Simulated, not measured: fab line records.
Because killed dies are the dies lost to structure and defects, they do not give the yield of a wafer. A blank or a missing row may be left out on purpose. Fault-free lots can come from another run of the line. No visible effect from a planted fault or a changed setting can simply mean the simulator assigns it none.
Comparing a struck lot with a sound one | flow ritCmos | 34 steps out of a route of 202
Sound: the wafers L210.1, L210.2, L210.6. Struck: wafers L217.2, L217.3, L217.4. At the end, the cause is stated.
Per side, at each step with rows, come the tool, then ch with its chambers, and then its first start. Under that, the readings that differ: sound wafers | struck wafers | difference of the means | sigmas: that difference in standard deviations of wafers without a fault.
alike: readings with means less than 2 such deviations apart, plus words and numbers identical on both sides. not compared: withheld readings, readings lacking a value on some wafer, bounds such as >300 that could conceal the same value, and numbers that have no deviation in the record and whose values overlap.
Wherever a step has rows on one side only, a row that says differs or no value, or a row with sigmas, the two part there. Non-overlapping numbers with no deviation appear without sigmas and do not part them. A reading that every wafer of one side lacks parts them only if that side has two wafers or more.

first, 2 steps without rows for these wafers: RIT_SPACER_CLEAN_02 (cleans in SC2, time 600 s); RIT_SPACER_CVD_03 (deposits Si3N4 from SiH2Cl2/NH3, target thk 250 nm, time 3300 s).
RIT_SPACER_THK_MEAS_04:
  sound on filmMetro-04, day 4 11:28; struck on filmMetro-02, day 5 22:52
  alike: SPACER_NITRIDE_THK
RIT_SPACER_ETCHBACK_05: etches Si3N4 in SF6/CHF3, stops on SiO2, target depth 250 nm, time 240 s.
  sound on rieDiel-02 ch 1,2, day 4 11:31; struck on rieDiel-04 ch 0,1,2, day 5 22:55
  alike: drypumpMotorCurrentA, oesProductAu, throttleValvePct
  not compared: rfHoursCounterH
then, 6 steps without rows for these wafers: RIT_NSD_HMDS_00 (prime time 60 s); RIT_NSD_COAT_01 (resist thk 1000 nm); RIT_NSD_SOFTBAKE_02 (time 60 s); RIT_NSD_EXPOSE_03 (exposes mask M9, target cd 40700 nm); RIT_NSD_PEB_04; RIT_NSD_DEVELOP_05 (develop time 50 s).
RIT_NSD_OVL_MEAS_06:
  sound on overlay-02, day 4 12:31; struck on overlay-02, day 6 00:08
  alike: NSD_OVL
then, 1 step without rows for these wafers: RIT_NSD_HARDBAKE_07 (time 60 s).
RIT_NSD_IMPLANT_08:
  sound on implanter-02 ch 0, day 4 12:43; struck on implanter-02 ch 0, day 6 00:21
  alike: faradayCurrentUA
RIT_NSD_STRIP_09: strips in O2, time 180 s.
  sound on plasmaAsher-01 ch 0,1, day 4 12:52; struck on plasmaAsher-01 ch 0,1, day 6 00:28
  alike: drypumpMotorCurrentA
  not compared: rfHoursCounterH
RIT_NSD_TW_MEAS_10:
  sound on filmMetro-04, day 4 13:02; struck on filmMetro-02, day 6 00:40
  alike: NSD_TW
then, 6 steps without rows for these wafers: RIT_PSD_HMDS_00 (prime time 60 s); RIT_PSD_COAT_01 (resist thk 1000 nm); RIT_PSD_SOFTBAKE_02 (time 60 s); RIT_PSD_EXPOSE_03 (exposes mask M10, target cd 40900 nm); RIT_PSD_PEB_04; RIT_PSD_DEVELOP_05 (develop time 50 s).
RIT_PSD_OVL_MEAS_06:
  sound on overlay-02, day 4 14:13; struck on overlay-01, day 6 01:34
  alike: PSD_OVL
then, 2 steps without rows for these wafers: RIT_PSD_HARDBAKE_07 (time 60 s); RIT_PSD_IMPLANT_08.
RIT_PSD_STRIP_09: strips in O2, time 180 s.
  sound on plasmaAsher-04 ch 0,1, day 4 14:34; struck on plasmaAsher-04 ch 0,1, day 6 01:53
  alike: drypumpMotorCurrentA
  not compared: rfHoursCounterH
RIT_PSD_TW_MEAS_10:
  sound on filmMetro-04, day 4 14:44; struck on filmMetro-04, day 6 02:05
  alike: PSD_TW
then, 3 steps without rows for these wafers: RIT_SDANNEAL_CLEAN_00 (cleans in SC1, time 600 s); RIT_SDANNEAL_CLEAN_01 (cleans in dHF, time 30 s); RIT_SDANNEAL_CLEAN_02 (cleans in SC2, time 600 s).
RIT_SDANNEAL_RTA_03: time 5 s.
  sound on rtpAnneal-01 ch 0, day 4 15:10; struck on rtpAnneal-02 ch 0, day 6 02:31
  alike: wafer_temp_C_max
RIT_SDANNEAL_RS_MEAS_04: a four-point-probe measurement.
  sound on filmMetro-02, day 4 15:13; struck on filmMetro-02, day 6 02:35
  alike: PSD_RS
RIT_SDANNEAL_RS_MEAS_05: a four-point-probe measurement.
  sound on filmMetro-02, day 4 15:20; struck on filmMetro-02, day 6 02:43
reading         | sound             | struck | difference                    | sigmas
NSD_RS (ohm/sq) | 84.30 84.50 84.10 | - - -  | no value on the struck wafers | 
RIT_SDANNEAL_RS_MEAS_06: a four-point-probe measurement.
  sound on filmMetro-02, day 4 15:28; struck on filmMetro-02, day 6 02:50
  alike: PLDD_RS
RIT_M1_PROBE_99:
  sound on prober-02, day 4 22:36; struck on prober-01, day 6 10:11
reading                             | sound             | struck            | difference | sigmas
killed_at_M0_to_M3                  | 0 0 0             | 0 1 0             | +0         | +4
model.etest.diodeNplusPwell.bvV (V) | 5.955 5.945 5.919 | 5.856 5.828 5.807 | -0.109     | 
model.etest.nmos_0p15.bvV (V)       | 5.487 5.468 5.484 | 5.423 5.426 5.409 | -0.060     | 
model.etest.nmos_0p3.bvV (V)        | 5.487 5.468 5.484 | 5.423 5.426 5.409 | -0.060     | 
model.etest.diodeNplusPwell.cjFfUm2 | 2.078 2.084 2.088 | 2.133 2.137 2.132 | +0.051     | 
model.etest.diodeNplusComb.cjFfUm2  | 2.637 2.632 2.644 | 2.708 2.689 2.709 | +0.064     | 
  alike: killedAtContacts, killedAtFrontEnd, killedDies, killedOpen, killedShort

WHERE THEY PART
Last at RIT_M1_PROBE_99 as far as this record goes, first at RIT_SDANNEAL_RS_MEAS_05.

WHY: what had been put in by the simulator
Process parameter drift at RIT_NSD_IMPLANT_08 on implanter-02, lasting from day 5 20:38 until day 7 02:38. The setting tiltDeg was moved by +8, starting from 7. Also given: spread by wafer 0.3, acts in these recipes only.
